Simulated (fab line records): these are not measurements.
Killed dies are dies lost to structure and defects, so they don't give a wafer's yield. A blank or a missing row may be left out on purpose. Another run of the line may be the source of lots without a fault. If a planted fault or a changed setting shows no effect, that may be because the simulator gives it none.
Shared-tool check / flow berkeley_cmos170 / 12 lots and 36 wafers in the sample

## REASON FOR OPENING
Of 12 lots, 2 have the reading PLDD_RS flagged at UCB170_SDANNEAL_RS_MEAS_04. No-fault wafers: 1032.4 ohm/sq, standard deviation 2.5.
Rule: a lot is flagged in two cases, either no wafer of it has a number, or all its wafers with numbers fall more than 4 standard deviations from that mean. As for the other lots, they are considered sound.

lot=L303; measured=day 7 06:08; on=film_metro-01; PLDD_RS (ohm/sq), wafer by wafer=1035.0 1032.7 1033.6; flag=
lot=L302; measured=day 7 06:20; on=film_metro-03; PLDD_RS (ohm/sq), wafer by wafer=1032.2 1031.7 1034.7; flag=
lot=L306; measured=day 7 13:08; on=film_metro-01; PLDD_RS (ohm/sq), wafer by wafer=1029.1 1031.9 1026.8; flag=
lot=L304; measured=day 7 13:10; on=film_metro-03; PLDD_RS (ohm/sq), wafer by wafer=1037.2 1033.5 1033.6; flag=
lot=L305; measured=day 7 13:27; on=film_metro-02; PLDD_RS (ohm/sq), wafer by wafer=1027.9 1023.2 1027.6; flag=
lot=L308; measured=day 7 15:18; on=film_metro-01; PLDD_RS (ohm/sq), wafer by wafer=1031.7 1032.2 1027.9; flag=
lot=L307; measured=day 7 15:33; on=film_metro-02; PLDD_RS (ohm/sq), wafer by wafer=1030.8 1030.5 1033.1; flag=
lot=L309; measured=day 8 09:13; on=film_metro-03; PLDD_RS (ohm/sq), wafer by wafer=1032.6 1034.4 1036.3; flag=
lot=L318; measured=day 10 09:25; on=film_metro-01; PLDD_RS (ohm/sq), wafer by wafer=1064.5 1065.4 1065.4; flag=FLAGGED
lot=L321; measured=day 11 02:11; on=film_metro-02; PLDD_RS (ohm/sq), wafer by wafer=1062.1 1061.6 1063.6; flag=FLAGGED
lot=L322; measured=day 11 15:26; on=film_metro-01; PLDD_RS (ohm/sq), wafer by wafer=1036.8 1033.8 1039.0; flag=
lot=L324; measured=day 11 15:38; on=film_metro-03; PLDD_RS (ohm/sq), wafer by wafer=1030.8 1031.2 1033.8; flag=
On average the flagged lots' numbers are 1063.8 ohm/sq, which is +31.4 ohm/sq against the usual, or +13 standard deviations.

## WHICH TOOL RAN EACH LOT
The record keeps 1 process step preceding the reading, out of 331 steps on the route. Each cell gives the tool, then ch followed by the chambers the sampled wafers passed through, then the start.
lot=L303; flag=; UCB170_PLDD_IMPLANT_09=implanter-04 ch 0, day 6 17:16
lot=L302; flag=; UCB170_PLDD_IMPLANT_09=implanter-01 ch 0, day 6 17:33
lot=L306; flag=; UCB170_PLDD_IMPLANT_09=implanter-01 ch 0, day 7 00:32
lot=L304; flag=; UCB170_PLDD_IMPLANT_09=implanter-02 ch 0, day 7 00:35
lot=L305; flag=; UCB170_PLDD_IMPLANT_09=implanter-01 ch 0, day 7 00:50
lot=L308; flag=; UCB170_PLDD_IMPLANT_09=implanter-02 ch 0, day 7 03:28
lot=L307; flag=; UCB170_PLDD_IMPLANT_09=implanter-01 ch 0, day 7 03:43
lot=L309; flag=; UCB170_PLDD_IMPLANT_09=implanter-04 ch 0, day 7 19:49
lot=L318; flag=FLAGGED; UCB170_PLDD_IMPLANT_09=implanter-01 ch 0, day 9 19:53
lot=L321; flag=FLAGGED; UCB170_PLDD_IMPLANT_09=implanter-01 ch 0, day 10 10:34
lot=L322; flag=; UCB170_PLDD_IMPLANT_09=implanter-04 ch 0, day 11 04:28
lot=L324; flag=; UCB170_PLDD_IMPLANT_09=implanter-02 ch 0, day 11 04:20
What these steps do:
- UCB170_PLDD_IMPLANT_09
- UCB170_SDANNEAL_RS_MEAS_04: measures by four-point-probe.

## FLAGGED AGAINST TOTAL, ONE TOOL AT A TIME (gauges that did the reading follow at the end)
step=UCB170_PLDD_IMPLANT_09; tool=implanter-01; lots run=6; flagged=2; share of the flagged lots=all; sound lots run after its first flagged lot=0
step=UCB170_PLDD_IMPLANT_09; tool=implanter-02; lots run=3; flagged=0; share of the flagged lots=none; sound lots run after its first flagged lot=-
step=UCB170_PLDD_IMPLANT_09; tool=implanter-04; lots run=3; flagged=0; share of the flagged lots=none; sound lots run after its first flagged lot=-
step=UCB170_SDANNEAL_RS_MEAS_04; tool=film_metro-01; lots run=5; flagged=1; share of the flagged lots=some; sound lots run after its first flagged lot=1 (L322)
step=UCB170_SDANNEAL_RS_MEAS_04; tool=film_metro-02; lots run=3; flagged=1; share of the flagged lots=some; sound lots run after its first flagged lot=0
step=UCB170_SDANNEAL_RS_MEAS_04; tool=film_metro-03; lots run=4; flagged=0; share of the flagged lots=none; sound lots run after its first flagged lot=-

## THE TABLE: WHAT IT ALLOWS
In the table, 1 row covers all flagged lots: implanter-01 at UCB170_PLDD_IMPLANT_09.
- implanter-01 at UCB170_PLDD_IMPLANT_09: 2 of its 6 lots flagged. Last sound lot L307 at day 7 03:43, first flagged lot L318 at day 9 19:53; a fault beginning in between fits. Its own readings (dose_ions_cm2) fall more than 4 standard deviations out on all wafers of the flagged lots.
One tool is left: implanter-01 at UCB170_PLDD_IMPLANT_09.

## WHAT WAS PUT IN BY THE SIMULATOR
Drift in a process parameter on implanter-01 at UCB170_PLDD_IMPLANT_09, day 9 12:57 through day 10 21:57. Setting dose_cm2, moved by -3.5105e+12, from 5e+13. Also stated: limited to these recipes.
Lots struck among those shown: L318, L321. The same result came from the rule above.
